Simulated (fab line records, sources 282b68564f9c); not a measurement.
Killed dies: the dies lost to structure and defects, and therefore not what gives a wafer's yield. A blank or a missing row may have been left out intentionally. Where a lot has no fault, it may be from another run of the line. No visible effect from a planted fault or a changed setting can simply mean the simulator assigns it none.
Which tool is to blame? | flow rit_cmos | 14 lots with 42 wafers sampled at 3 steps, on a route of 202 steps

== WHAT THE GAUGES READ, wafer by wafer ==
RIT_PWELL_TW_MEAS_10. Usual: PWELL_TW 944, standard deviation 5.5.
lot  | measured    | on            | PWELL_TW       | flag
L500 | day 2 00:26 | film_metro-04 | 934 940 936    |
L501 | day 2 05:27 | film_metro-04 | 937 937 944    |
L502 | day 2 10:17 | film_metro-02 | 949 942 948    |
L503 | day 2 15:08 | film_metro-04 | 943 945 941    |
L504 | day 2 20:25 | film_metro-01 | 942 946 945    |
L505 | day 3 02:01 | film_metro-04 | 941 937 939    |
L506 | day 3 07:00 | film_metro-01 | 952 956 959    |
L507 | day 3 16:22 | film_metro-01 | 946 945 950    |
L512 | day 4 13:59 | film_metro-04 | 1113 1114 1120 | OFF
L514 | day 4 22:37 | film_metro-02 | 1118 1120 1118 | OFF
L517 | day 5 13:11 | film_metro-01 | 946 944 942    |
L519 | day 5 23:11 | film_metro-02 | 948 951 947    |
L520 | day 6 03:42 | film_metro-01 | 949 950 947    |
L522 | day 6 14:48 | film_metro-02 | 950 950 942    |

RIT_WELLDRIVE_RS_MEAS_02: a four-point-probe measurement. Usual: PWELL_RS 429.7 ohm/sq, standard deviation 1.5.
lot  | measured    | on            | PWELL_RS (ohm/sq) | flag
L500 | day 2 05:44 | film_metro-02 | 430.4 429.2 430.8 |
L501 | day 2 11:04 | film_metro-02 | 431.4 430.9 430.4 |
L502 | day 2 17:05 | film_metro-02 | 431.8 431.5 429.9 |
L503 | day 2 21:22 | film_metro-01 | 427.0 429.3 428.5 |
L504 | day 3 02:25 | film_metro-02 | 430.9 430.6 431.2 |
L505 | day 3 07:47 | film_metro-04 | 428.7 427.2 428.1 |
L506 | day 3 13:10 | film_metro-02 | 428.7 428.2 429.3 |
L507 | day 3 21:38 | film_metro-04 | 428.9 428.7 429.8 |
L512 | day 4 20:10 | film_metro-04 | 309.6 309.0 308.7 | OFF
L514 | day 5 04:50 | film_metro-01 | 309.1 308.3 308.2 | OFF
L517 | day 5 18:28 | film_metro-01 | 431.9 430.3 429.7 |
L519 | day 6 04:44 | film_metro-04 | 429.0 430.2 430.2 |
L520 | day 6 08:58 | film_metro-01 | 427.1 429.8 430.0 |
L522 | day 6 20:04 | film_metro-02 | 430.0 430.7 430.2 |

== EACH LOT AND THE TOOL THAT RAN IT (in order: tool; ch and the chambers of the sampled wafers; start) ==
lot  | RIT_PWELL_IMPLANT_08
L500 | implanter-04 ch 0, day 2 00:10
L501 | implanter-01 ch 0, day 2 05:10
L502 | implanter-01 ch 0, day 2 10:00
L503 | implanter-01 ch 0, day 2 14:49
L504 | implanter-03 ch 0, day 2 20:06
L505 | implanter-03 ch 0, day 3 01:41
L506 | implanter-04 ch 0, day 3 06:42
L507 | implanter-04 ch 0, day 3 16:04
L512 | implanter-03 ch 0, day 4 13:41
L514 | implanter-03 ch 0, day 4 22:17
L517 | implanter-01 ch 0, day 5 12:53
L519 | implanter-04 ch 0, day 5 22:52
L520 | implanter-04 ch 0, day 6 03:23
L522 | implanter-01 ch 0, day 6 14:28
- RIT_PWELL_IMPLANT_08

== WHAT THE TOOLS THEMSELVES READ (means of the sampled wafers that have a number; where no wafer has one, the mark that the record gives instead) ==
RIT_PWELL_IMPLANT_08. Usual: dose_ions_cm2 7.001e+13, standard deviation 7.8e+10; faraday_current_uA 223, standard deviation 4.6.
lot  | tool         | dose_ions_cm2 | faraday_current_uA | flag
L500 | implanter-04 | 7.004e+13     | 221                |
L501 | implanter-01 | 6.998e+13     | 219                |
L502 | implanter-01 | 7.000e+13     | 217                |
L503 | implanter-01 | 6.999e+13     | 228                |
L504 | implanter-03 | 6.996e+13     | 223                |
L505 | implanter-03 | 6.999e+13     | 223                |
L506 | implanter-04 | 7.005e+13     | 226                |
L507 | implanter-04 | 6.994e+13     | 225                |
L512 | implanter-03 | 1.188e+14     | 382                | OFF
L514 | implanter-03 | 1.189e+14     | 379                | OFF
L517 | implanter-01 | 6.999e+13     | 222                |
L519 | implanter-04 | 6.991e+13     | 225                |
L520 | implanter-04 | 7.000e+13     | 221                |
L522 | implanter-01 | 6.999e+13     | 227                |

== THE ANSWER, worked out from the rows above alone ==
Rule: lot off if the mean of its wafers having a number is beyond 3 standard deviations from the usual mean. Also off: a lot with no number at a reading for which 4 or more lots have one. Any other lot the step has rows for is counted as sound. The gauges are gone through in route order, then the tools' own readings, and for those a lot's mean is taken as printed above. The first step at which some lot is off is used, and at that step the reading that is off furthest; a lot without a number counts as furthest.
Off: L512, L514, at RIT_PWELL_TW_MEAS_10 (PWELL_TW).
If a tool, at a process step before that reading, ran all the lots that are off and no sound lot after the first of them, it fits. Not tried: the gauges at RIT_PWELL_TW_MEAS_10; whatever is off there is also off at RIT_PWELL_IMPLANT_08, on other tools, and gauge error can't account for it. One fits: implanter-03 at RIT_PWELL_IMPLANT_08. Its last sound lot is L505 (day 3 01:41), its first lot that is off L512 (day 4 13:41): a fault that began between those two fits.
The tool's own readings at RIT_PWELL_IMPLANT_08 bear it out: on the lots that are off they differ by more than 5 times the standard deviation of the sound lots' means. dose_ions_cm2 reads 1.188e+14 there against 6.999e+13 on the sound lots; faraday_current_uA reads 380 there against 223 on the sound lots.

== WHAT THE SIMULATOR HAD PUT IN ==
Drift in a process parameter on implanter-03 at RIT_PWELL_IMPLANT_08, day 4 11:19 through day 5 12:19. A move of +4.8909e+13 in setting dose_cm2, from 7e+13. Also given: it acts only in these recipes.
Struck lots among those shown: L512, L514. This agrees with what the rule above found.
